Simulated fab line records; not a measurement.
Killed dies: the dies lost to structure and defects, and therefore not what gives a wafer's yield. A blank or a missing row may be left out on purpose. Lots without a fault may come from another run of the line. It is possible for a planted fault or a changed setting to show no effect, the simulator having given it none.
Split-lot trial | flow rit_cmos | 5 lots, 23 wafers read, on a route of 202 steps

== SPLIT DETAILS ==
At RIT_SPACER_ETCHBACK_05 (etches Si3N4 in SF6/CHF3, stops on SiO2, target depth 250 nm, time 240 s), the setting time_s was moved away from the recipe's 240 s on 7 of the 23 wafers read, by -14.7% to -6.5%. For the rest of the wafers, this setting stayed at what the recipe calls for.

The reading is taken at the split's own step.

== THE READING ==
oes_product_au, in a.u., at RIT_SPACER_ETCHBACK_05 (etches Si3N4 in SF6/CHF3, stops on SiO2, target depth 250 nm, time 240 s). Typical for fault-free wafers on this fab line: 0.851 a.u., with standard deviation 0.01 a.u.

wafer  | tool, chamber at the split | time_s as run, s | against the recipe | oes_product_au, a.u. | against lot-mates on the recipe
L076.1 | rie_diel-04, 1             | 240              | recipe             | 0.845                | -
L076.2 | rie_diel-04, 3             | 240              | recipe             | 0.827                | -
L076.3 | rie_diel-04, 2             | 207.7            | -13.5%             | 0.925                | +0.089
L076.4 | rie_diel-04, 0             | 207.7            | -13.5%             | 0.929                | +0.093
L076.5 | rie_diel-04, 1             | 207.7            | -13.5%             | 0.941                | +0.105
L080.1 | rie_diel-02, 1             | 240              | recipe             | 0.850                | -
L080.2 | rie_diel-02, 2             | 240              | recipe             | 0.849                | -
L080.3 | rie_diel-02, 0             | 224.5            | -6.5%              | 0.894                | +0.040
L080.4 | rie_diel-02, 3             | 240              | recipe             | 0.862                | -
L080.6 | rie_diel-02, 2             | 224.5            | -6.5%              | 0.890                | +0.036
L082.1 | rie_diel-02, 0             | 240              | recipe             | 0.841                | -
L082.2 | rie_diel-02, 1             | 240              | recipe             | 0.850                | -
L082.6 | rie_diel-02, 3             | 240              | recipe             | 0.861                | -
L083.1 | rie_diel-04, 2             | 240              | recipe             | 0.850                | -
L083.2 | rie_diel-04, 1             | 240              | recipe             | 0.861                | -
L083.4 | rie_diel-04, 3             | 240              | recipe             | 0.847                | -
L083.5 | rie_diel-04, 1             | 240              | recipe             | 0.855                | -
L083.6 | rie_diel-04, 0             | 240              | recipe             | 0.851                | -
L084.1 | rie_diel-03, 2             | 240              | recipe             | 0.851                | -
L084.2 | rie_diel-03, 3             | 240              | recipe             | 0.854                | -
L084.3 | rie_diel-03, 0             | 204.8            | -14.7%             | 0.963                | +0.110
L084.4 | rie_diel-03, 1             | 204.8            | -14.7%             | 0.949                | +0.096
L084.5 | rie_diel-03, 3             | 240              | recipe             | 0.855                | -

FIT RESULTS
A straight line over all 23 wafers: oes_product_au changes by -0.00654 a.u. for each +1% of time_s; r = -0.98; the points scatter about the line by 0.0089 a.u.
The same after taking each lot's own level away (the mean of its wafers on the recipe; 23 wafers): -0.007 a.u. for each +1%; r = -0.99; scatter 0.0067 a.u.
The reading moves by 0.1 a.u. for the largest change in time_s, on that fit.
The lots' own levels span 0.8360 to 0.8537 a.u., that is 1.8 times the standard deviation above.
The two slopes agree, so the slope changes little with the lot-to-lot level.
Check: with one of the wafers moved furthest among these (-14.7%) left out of the fit, the line predicts +0.1 a.u. for it against its lot-mates. Against them it came out at +0.11 a.u.
Tool readings at the split's step, against how far the setting was moved: oes_product_au r = -0.98.

== THE WHOLE CHAIN: every reading that the file lists as answering this split, in the file's order ==
step                   | what it does                                                             | reading                                                                        | change (the file's fit)                   | r (the file's)
RIT_SPACER_ETCHBACK_05 | etches Si3N4 in SF6/CHF3, stops on SiO2, target depth 250 nm, time 240 s | oes_product_au                                                                 | -0.00694 a.u. for each +1% of the setting | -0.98
RIT_SPACER_ETCHBACK_05 | etches Si3N4 in SF6/CHF3, stops on SiO2, target depth 250 nm, time 240 s | Si3N4_of_SPACER_CVD_03.thk_nm (the simulator's own value, which no gauge read) | -0.563 nm for each +1% of the setting     | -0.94
RIT_M1_PROBE_99        |                                                                          | etest.nplus_sal.width_nm (the simulator's own value, which no gauge read)      | +5.78 nm for each +1% of the setting      | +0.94
RIT_M1_PROBE_99        |                                                                          | etest.pplus_sal.width_nm (the simulator's own value, which no gauge read)      | +5.82 nm for each +1% of the setting      | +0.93
RIT_M1_PROBE_99        |                                                                          | etest.nmos_0p15.r_on_ohm_um (the simulator's own value, which no gauge read)   | +8.91 for each +1% of the setting         | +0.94

== FILE'S OWN FIT ==
oes_product_au changes by -0.00694 a.u. for each +1% of time_s, r = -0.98.
